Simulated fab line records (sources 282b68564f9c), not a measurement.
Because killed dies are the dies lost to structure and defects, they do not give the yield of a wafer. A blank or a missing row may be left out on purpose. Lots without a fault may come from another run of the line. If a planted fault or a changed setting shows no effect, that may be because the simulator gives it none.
fab line records -- flow rit_cmos -- part 2 of 2: steps 30 to 30 of 30
[record] lots = 5, wafers = 23
route steps=202 shown GATE@91 REOX@101 NLDD@105 NSD@132 PSD@150 SDANNEAL@155 SILICIDE@162 CONTACT@175 M1@202
start_h: hours from the record's first day to the start of the lot's first wafer shown -- wait_h: hours elapsed since this lot's preceding step -- " the same as in the row above -- L1.1+2: several wafers, shown together as one row -- - no value, or no start was given -- * or withheld: withheld -- < > ~ a bound
route shown NAME@n: names a module that has steps shown in the file, with the first one's number in the route -- usual: mean/standard deviation taken from wafers without a fault -- same: alike in all rows -- chamber/n: place in a boat -- sites: readings site by site -- _std_site: the standard deviation of these -- _edge_site: inner sites' mean taken away from outer sites' mean -- radius_mm: for every site, how far away it sits from the centre of the wafer -- mask NAME#n: copy n -- behind: tool/chamber where the wafer was last shaped -- hold: why the lot went on hold/how many hours it stayed there/how the hold came to an end -- device: names the non-switching transistor (n, p or np) -- end of line: at the end of the route, the tests of the same wafers -- a step with no rows: only its recipe -- killed: at the first sort, the dies lost to defects and structure; wafer yield is something else -- map: shows each die of a wafer: x if killed, . if not, _ if none is there
set.NAME: the run value of the setting; set.NAME@STEP: its run value at that earlier step -- model.NAME: the simulator's own value behind a step, which no gauge read
one table per step and one row per wafer, for lots whose settings were changed on purpose
[[steps]]
[step RIT_M1_PROBE_99]
[usual] killed_at_front_end = 7/3.1, killed_dies = 7/3.2, killed_open = 3.6/2.1, killed_short = 3.5/1.9
[same] gross_dies = 264, killed_at_M0_to_M3 = 0, killed_at_M4_up = 0, killed_at_back_side = 0, killed_at_contacts = 0, killed_at_other = 0
lot.wafer,tool,chamber,start_h,wait_h,set.dev_temp_c@GATE_DEVELOP_15,killed_at_front_end,killed_dies,killed_open,killed_short,model.etest.nmos_0p15.drive_ua_um,model.etest.nmos_turned.drive_ua_um,model.etest.pmos_0p15.drive_ua_um,model.etest.pmos_0p15.r_on_ohm_um,model.etest.pmos_0p3.r_on_ohm_um,model.etest.pmos_turned.r_on_ohm_um
L075.2,prober-01,-,68.98,0.1,23,15,15,7,7,478.2,307.1,268.5,2597,6059,3289
L075.3,prober-01,-,69.03,0.2,23,4,4,1,2,473.7,305.4,262.2,2735,6291,3389
L075.4,prober-01,-,69.08,0.2,23,4,4,3,0,477.3,307.9,267.4,2696,6249,3370
L078.1,prober-02,-,81.09,0.1,19.82,16,16,5,4,560,436.9,322.1,2321,5809,2784
L078.3,prober-02,-,81.19,0.2,23,3,3,1,2,489.4,398.7,278.3,2584,5975,3014
L078.4,prober-02,-,81.24,0.2,23,5,5,4,1,480.9,393,270.9,2602,6112,3033
L078.5,prober-02,-,81.29,0.2,23,11,11,8,3,486.7,395.5,270.9,2678,6148,3128
L078.6,prober-02,-,81.34,0.2,19.82,12,12,2,3,578.9,462.2,336,2242,5626,2620
L081.1,prober-02,-,97.56,0.1,20.57,7,7,2,2,599,449.4,362.2,2031,5414,2517
L081.2,prober-02,-,97.61,0.1,23,4,4,1,3,521.2,387.4,302.9,2388,5766,2891
L081.4,prober-02,-,97.71,0.2,20.57,5,5,1,4,601.1,451.3,361.1,2027,5534,2505
L081.5,prober-02,-,97.76,0.2,23,7,7,4,2,508.1,396.3,308,2361,5734,2815
L081.6,prober-02,-,97.81,0.2,23,5,5,3,2,517.8,398.3,313.1,2289,5702,2755
L082.1,prober-01,-,104.02,0.1,23,6,6,3,3,467.8,287.9,244.2,2842,6466,3807
L082.2,prober-01,-,104.07,0.1,23,6,6,4,2,468.5,289,246.3,2852,6447,3782
L082.3,prober-01,-,104.12,0.2,23,14,14,4,10,480,293.4,241.1,2900,6510,3897
L082.4,prober-01,-,104.17,0.2,23,8,8,5,3,471.3,287.1,246.4,2906,6576,3886
L082.5,prober-01,-,104.22,0.2,23,11,11,8,3,462.1,285.8,242.5,2898,6503,3807
L083.1,prober-02,-,108.11,0.1,23,3,3,0,3,475.7,372.7,264.9,2723,6156,3200
L083.2,prober-02,-,108.16,0.1,23,9,9,4,5,464.2,365.8,262,2636,6187,3155
L083.4,prober-02,-,108.26,0.2,20.72,4,4,2,2,544.2,408.1,298.9,2389,5883,2891
L083.5,prober-02,-,108.31,0.2,23,6,6,2,4,475.8,369.8,261.2,2662,6106,3190
L083.6,prober-02,-,108.36,0.2,20.72,6,6,4,2,537.7,401,305.3,2373,5807,2880
// killed by level:class
L075.2 FOX1:geometric_particle:short=4 GATE:geometric_particle:open=3 SPACER:geometric_particle:short=2 SPACER:geometric_particle:open=2 FOX1:geometric_particle:open=1 REOX:geometric_particle:short=1 SILICIDE:geometric_particle:open=1 PWELL:coat_microbubble_printed=1
L075.3 GATE:geometric_particle:open=1 REOX:geometric_particle:short=1 SPACER:geometric_particle:short=1 PWELL:coat_microbubble_printed=1
L075.4 SPACER:geometric_particle:open=2 GATE:geometric_particle:open=1 PWELL:coat_microbubble_printed=1
L078.1 GATE:area_develop=7 GATE:geometric_particle:open=2 REOX:geometric_particle:short=2 REOX:geometric_particle:open=2 FOX2:geometric_particle:open=1 FOX2:geometric_particle:short=1 SILICIDE:geometric_particle:short=1
L078.3 GATE:geometric_particle:open=1 REOX:geometric_particle:short=1 SPACER:geometric_particle:short=1
L078.4 GATE:geometric_particle:open=2 REOX:geometric_particle:open=1 SPACER:geometric_particle:short=1 SILICIDE:geometric_particle:open=1
L078.5 GATE:geometric_particle:open=4 FOX1:geometric_particle:open=2 FOX2:geometric_particle:short=1 FOX2:geometric_particle:open=1 GATE:geometric_particle:short=1 REOX:geometric_particle:open=1 REOX:geometric_particle:short=1
L078.6 GATE:area_develop=7 GATE:geometric_particle:short=2 SPACER:geometric_particle:open=2 FOX2:geometric_particle:short=1
L081.1 GATE:area_develop=3 FOX1:geometric_particle:open=1 FOX1:geometric_particle:short=1 GATE:geometric_particle:open=1 REOX:geometric_particle:short=1
L081.2 FOX1:geometric_particle:short=2 GATE:geometric_particle:short=1 GATE:geometric_particle:open=1
L081.4 FOX1:geometric_particle:short=1 GATE:geometric_particle:short=1 REOX:geometric_particle:short=1 REOX:geometric_particle:open=1 SPACER:geometric_particle:short=1
L081.5 GATE:geometric_particle:open=2 FOX1:geometric_particle:open=1 FOX1:geometric_particle:short=1 SPACER:geometric_particle:open=1 SPACER:geometric_particle:short=1 PRETRO:coat_microbubble_printed=1
L081.6 FOX1:geometric_particle:open=2 FOX1:geometric_particle:short=1 GATE:geometric_particle:open=1 SPACER:geometric_particle:short=1
L082.1 GATE:geometric_particle:short=2 GATE:geometric_particle:open=2 FOX1:geometric_particle:open=1 SILICIDE:geometric_particle:short=1
L082.2 FOX1:geometric_particle:open=2 GATE:geometric_particle:short=2 GATE:geometric_particle:open=1 SPACER:geometric_particle:open=1
L082.3 GATE:geometric_particle:short=6 FOX2:geometric_particle:open=3 SPACER:geometric_particle:short=2 FOX1:geometric_particle:short=1 FOX2:geometric_particle:short=1 GATE:geometric_particle:open=1
L082.4 FOX1:geometric_particle:open=2 GATE:geometric_particle:open=2 FOX2:geometric_particle:short=1 FOX2:geometric_particle:open=1 GATE:geometric_particle:short=1 SPACER:geometric_particle:short=1
L082.5 FOX1:geometric_particle:open=3 GATE:geometric_particle:open=2 GATE:geometric_particle:short=2 FOX1:geometric_particle:short=1 FOX2:geometric_particle:open=1 REOX:geometric_particle:open=1 SPACER:geometric_particle:open=1
L083.1 GATE:geometric_particle:short=2 REOX:geometric_particle:short=1
L083.2 SPACER:geometric_particle:short=4 GATE:geometric_particle:open=1 REOX:geometric_particle:open=1 SPACER:geometric_particle:open=1 SILICIDE:geometric_particle:short=1 SILICIDE:geometric_particle:open=1
L083.4 SPACER:geometric_particle:short=2 GATE:geometric_particle:open=1 SPACER:geometric_particle:open=1
L083.5 GATE:geometric_particle:short=2 REOX:geometric_particle:short=2 GATE:geometric_particle:open=1 SILICIDE:geometric_particle:open=1
L083.6 FOX1:geometric_particle:open=2 GATE:geometric_particle:short=1 REOX:geometric_particle:short=1 REOX:geometric_particle:open=1 SILICIDE:geometric_particle:open=1
[[key]]
[split] step = RIT_GATE_DEVELOP_15, setting = dev_temp_c, stated = 23, by = wafer
[response] step = RIT_M1_PROBE_99, reading = model.etest.pmos_turned.r_on_ohm_um, change = +27.8, per = 1%, r = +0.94
[response] step = RIT_M1_PROBE_99, reading = model.etest.pmos_0p3.r_on_ohm_um, change = +26.8, per = 1%, r = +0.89
[response] step = RIT_M1_PROBE_99, reading = model.etest.pmos_0p15.r_on_ohm_um, change = +27.3, per = 1%, r = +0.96
[response] step = RIT_M1_PROBE_99, reading = model.etest.nmos_turned.drive_ua_um, change = -4.21, per = 1%, r = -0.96
[response] step = RIT_M1_PROBE_99, reading = model.etest.nmos_0p15.drive_ua_um, change = -6.82, per = 1%, r = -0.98
[response] step = RIT_M1_PROBE_99, reading = model.etest.pmos_0p15.drive_ua_um, change = -4.31, per = 1%, r = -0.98
[split] step = RIT_REOX_OXIDATION_03, setting = ox_time_s, stated = 5580, by = lot
[response] step = RIT_REOX_OXIDATION_03, reading = model.SiO2_of_REOX_OXIDATION_03.thk_nm, change = +0.173, per = 1%, r = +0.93
[split] step = RIT_NLDD_SOFTBAKE_02, setting = temp_c, stated = 90, by = wafer
[response] step = RIT_NLDD_DEVELOP_05, reading = model.NOVOLAK_of_NLDD_COAT_01.thk_nm, change = -2.91, per = 1%, r = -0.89
[split] step = RIT_NLDD_IMPLANT_08, setting = energy_kev, stated = 20, by = wafer
[response] step = RIT_NLDD_IMPLANT_08, reading = model.implant.drp_nm, change = +0.0778, per = 1%, r = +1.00
[split] step = RIT_NSD_COAT_01, setting = resist_thk_nm, stated = 1000, by = wafer
[response] step = RIT_NSD_COAT_01, reading = model.NOVOLAK_of_NSD_COAT_01.thk_nm, change = +9.88, per = 1%, r = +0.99
[response] step = RIT_NSD_HARDBAKE_07, reading = model.NOVOLAK_of_NSD_COAT_01.thk_nm, change = +8.64, per = 1%, r = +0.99
[split] step = RIT_NSD_IMPLANT_08, setting = dose_cm2, stated = 1e+15, by = wafer
[response] step = RIT_SDANNEAL_RS_MEAS_05, reading = NSD_RS, change = -0.718, per = 1%, r = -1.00
[split] step = RIT_PSD_IMPLANT_08, setting = energy_kev, stated = 27, by = wafer
[response] step = RIT_PSD_IMPLANT_08, reading = model.implant.rp_nm, change = +0.175, per = 1%, r = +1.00
[response] step = RIT_PSD_IMPLANT_08, reading = model.implant.drp_nm, change = +0.0843, per = 1%, r = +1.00
[response] step = RIT_SDANNEAL_RS_MEAS_04, reading = PSD_RS, change = -0.585, per = 1%, r = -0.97
[split] step = RIT_SILICIDE_SPUTTER_01, setting = chamber_pressure_pa, stated = 0.667, by = lot
[response] step = RIT_SILICIDE_SPUTTER_01, reading = model.Ti_of_SILICIDE_SPUTTER_01.thk_nm, change = -0.0806, per = 1%, r = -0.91
[response] step = RIT_SILICIDE_RS_MEAS_02, reading = SILICIDE_TI_RS, change = +1.23, per = 1%, r = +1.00
[split] step = RIT_CONTACT_DEVELOP_07, setting = develop_time_s, stated = 120, by = wafer
[response] step = RIT_CONTACT_CD_MEAS_08, reading = cd_nm, change = +0.825, per = 1%, r = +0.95
[response] step = RIT_CONTACT_ETCH_11, reading = model.CONTACT.cd_nm, change = +0.837, per = 1%, r = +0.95
[response] step = RIT_CONTACT_CD_MEAS_90, reading = cd_nm, change = +0.828, per = 1%, r = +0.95
[split] step = RIT_CONTACT_STRIP_12, setting = time_s, stated = 180, by = wafer
response none clear
split outside_this_file step=RIT_GATE_CVD_08 setting=time_s
// split outside_this_file: this setting was split too, and the file shows its column; the key of that split is in another file
